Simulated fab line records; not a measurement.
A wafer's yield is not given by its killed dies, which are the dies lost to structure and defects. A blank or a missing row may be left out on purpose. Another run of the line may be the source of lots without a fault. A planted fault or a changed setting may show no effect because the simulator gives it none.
8D (eight disciplines) problem report, filled in by code / flow rit cmos / the parts of the form that need people (team, actions taken, sign-off) are left out

## 1. WHAT WENT WRONG
Wafers without a fault read 2599 nm, standard deviation 3.7; cd nm at RIT_M1_CD_MEAS_90 reads a mean of 2615 nm on 3 wafers belonging to 2 lots. Relative to the usual mean, that is a shift of +4.2 standard deviations.
The step: target cd 2600 nm.
The first sign was on wafer L130.4 at day 5 00:42, on cd sem-02. Wafers with a number at this step in the record: 42, from 14 lots. The rule behind "out" and "out of limits": a value lying over 4 standard deviations away from the usual mean. All remaining wafers that have a number are taken as sound.

## 2. WHAT IT IS AND WHAT IT IS NOT
question=which readings at this step | is=cd nm | is not=-
question=which lots | is=L130, L133 | is not=L123, L124, L125, L126, L134, L135, L137, L138, L140, L142, L143, L145
question=which wafers of those lots | is=L130.4, L133.1, L133.6 | is not=L130.1, L130.6, L133.5
question=read on which gauges | is=cd sem-02 | is not=cd sem-01
question=when | is=from day 5 00:42 | is not=up to then (14 sound wafers); but 25 sound wafers of L133, L134, L135, L137, L138, L140, L142, L143, L145 came after

## 3. THE SUSPECTS, EACH WITH WHAT RULES IT OUT
Counting: if a tool at a process step up to the reading ran every lot that is out, it stays a suspect. Sound lots after the first of them don't rule it out here, since some wafers of a struck lot are sound.
- the gauge at RIT_M1_CD_MEAS_90 is ruled out. All the wafers that are out were read on cd sem-02, but those of them that RIT_M1_METAL_ETCH_12 has rows for are out there too, on other tools.
- rie metal-03 at RIT_M1_METAL_ETCH_12 (etches Al in Cl2/BCl3, stops on SiO2, time 165 s, target depth 600 nm): kept. Ran every lot that is out, first one L130 (day 5 00:08); last sound lot up to then L124 (day 3 17:25). Its own rf fwd power W readings are out on those wafers.
- At RIT_M1_METAL_ETCH_12 on rie metal-03, chamber 1 took the sound wafers of the same lots and chamber 0 took the wafers that are out.
The count leaves rie metal-03 at RIT_M1_METAL_ETCH_12.

## 4. THE CAUSE (what the simulator had put in)
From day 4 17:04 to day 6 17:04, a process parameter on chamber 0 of rie metal-03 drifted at RIT_M1_METAL_ETCH_12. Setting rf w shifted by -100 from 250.
Counting left only this tool.

## 5. SEQUENCE OF EFFECTS, ordered by route
Each row: a reading where the mean over the struck wafers with a number is more than 3 standard deviations away from the usual. Readings are gone through only where the record gives a usual standard deviation; hours: the median, over the lots, of the time from a lot's start at the first step in this table giving one to that lot's start at this step; sigmas: the change measured in usual standard deviations.
hours=0; step=RIT_M1_METAL_ETCH_12; reading=rf fwd power W; usual=249.1 W; on struck wafers=148.7; change=-100.4; sigmas=-99 or more
hours=1; step=RIT_M1_CD_MEAS_90; reading=cd nm; usual=2599 nm; on struck wafers=2615; change=+16; sigmas=+4.2
hours=3; step=RIT_M1_PROBE_99; reading=defect limited yield; usual=97.2 %; on struck wafers=0.8; change=-96.4; sigmas=-88
hours=3; step=RIT_M1_PROBE_99; reading=killed_at_M0_to_M3; usual=0.0; on struck wafers=256.7; change=+256.7; sigmas=+99 or more
hours=3; step=RIT_M1_PROBE_99; reading=killed dies; usual=7.3; on struck wafers=262.0; change=+254.7; sigmas=+85
hours=3; step=RIT_M1_PROBE_99; reading=killed on rim; usual=1.9; on struck wafers=68.3; change=+66.4; sigmas=+44
hours=3; step=RIT_M1_PROBE_99; reading=sort_bin_5_function; usual=1.6 %; on struck wafers=98.6; change=+97.0; sigmas=+99 or more
hours=3; step=RIT_M1_PROBE_99; reading=sort n pass; usual=256.7; on struck wafers=2.0; change=-254.7; sigmas=-85
hours=3; step=RIT_M1_PROBE_99; reading=sort yield pct; usual=97.2 %; on struck wafers=0.8; change=-96.4; sigmas=-88
Its process steps:
- RIT_M1_METAL_ETCH_12: etches Al in Cl2/BCl3, stops on SiO2, time 165 s, target depth 600 nm.
- RIT_M1_PROBE_99

## 6. WHAT WOULD HAVE CAUGHT IT SOONER
In this record the first reading out of limits at a measuring or inspecting step was taken at day 5 00:42, 8 hours after the fault began at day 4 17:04.
At RIT_M1_METAL_ETCH_12, the tool's own readings (rf fwd power W) were out on each struck wafer the step has a row for, so an alarm limit on them would have fired on the first such wafer.
Among the 2 lots that are out, L133 began RIT_M1_METAL_ETCH_12 on rie metal-03 after day 5 00:42. A tool hold placed at that time would have kept it from harm.
